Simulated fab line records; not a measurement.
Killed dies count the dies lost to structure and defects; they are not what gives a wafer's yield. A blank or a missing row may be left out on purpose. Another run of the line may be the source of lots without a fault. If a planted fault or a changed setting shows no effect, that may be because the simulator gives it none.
Problem report, 8D (eight disciplines) form, completed by code / flow berkeley cmos170 / the parts of the form that need people (team, actions taken, sign-off) are left out

## 1. WHAT IS WRONG
Wafers free of any fault read 616.9 ohm/sq (standard deviation 1.3) for NLDD_RS at UCB170_SDANNEAL_RS_MEAS_05, against a mean of 564.8 ohm/sq on 6 wafers of 2 lots. That is -40 standard deviations from the usual mean.
The step: measures by four-point-probe.
Earliest sighting: wafer L863.2 on film metro-03 at day 11 02:27. The record has a number at this step for 42 wafers belonging to 14 lots. The rule behind "out" and "out of limits": a value lying over 4 standard deviations away from the usual mean. Any other wafer with a number is counted as sound.

## 2. WHAT IT IS AND WHAT IT IS NOT
question=which readings at this step | is=NLDD_RS | is not=-
question=which lots | is=L863, L864 | is not=L846, L848, L849, L850, L853, L854, L855, L856, L858, L866, L867, L869
question=which wafers of those lots | is=all that have a number | is not=-
question=read on which gauges | is=film metro-03, film metro-04 | is not=film metro-01
question=when | is=from day 11 02:27 | is not=up to then (27 sound wafers); but 9 sound wafers of L866, L867, L869 came after

## 3. SUSPECTS, AND WHAT RULES EACH OUT
Counting: any tool at a process step up to the reading is kept as a suspect provided that every lot that is out went through it and no sound lot did after the first of them.
- ruled out: the gauge at UCB170_SDANNEAL_RS_MEAS_05. 2 gauges (film metro-03, film metro-04) read the wafers that are out.
- implanter-04 at UCB170_NLDD_IMPLANT_08: kept. It ran every lot that is out, first L863 (day 10 14:41), and no sound lot after that; its last sound lot up to then is L856 (day 9 04:17).
After counting, what remains is implanter-04 at UCB170_NLDD_IMPLANT_08.

## 4. THE CAUSE (what the simulator had put in)
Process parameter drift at UCB170_NLDD_IMPLANT_08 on implanter-04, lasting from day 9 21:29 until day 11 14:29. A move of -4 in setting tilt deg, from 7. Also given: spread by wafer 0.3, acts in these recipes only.
Counting left only this tool.

## 5. SEQUENCE OF EFFECTS, ordered by route
One row per reading whose mean, taken over the struck wafers that have a number, lies over 3 standard deviations from the usual. Scope: only readings with a usual standard deviation given in the record; hours: median across lots of the time from each lot's start at the first step in this table that gives one to its start at this step; sigmas: change in usual standard deviations.
hours=0; step=UCB170_SDANNEAL_RS_MEAS_05; reading=NLDD_RS; usual=616.9 ohm/sq; on struck wafers=564.8; change=-52.1; sigmas=-40

## 6. WHAT WOULD HAVE CAUGHT IT SOONER
The first out-of-limits reading at a measuring or inspecting step in this record came at day 11 02:27, 29 hours after the fault's start at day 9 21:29.
No tool reading at UCB170_NLDD_IMPLANT_08 that has a usual standard deviation in the record was out on any struck wafer, so an alarm limit of 4 standard deviations on those readings would not have fired.
Each of the lots that are out, 2 in all, had begun UCB170_NLDD_IMPLANT_08 on implanter-04 no later than day 11 02:27. Had the tool been put on hold then, not one of them would have been saved.
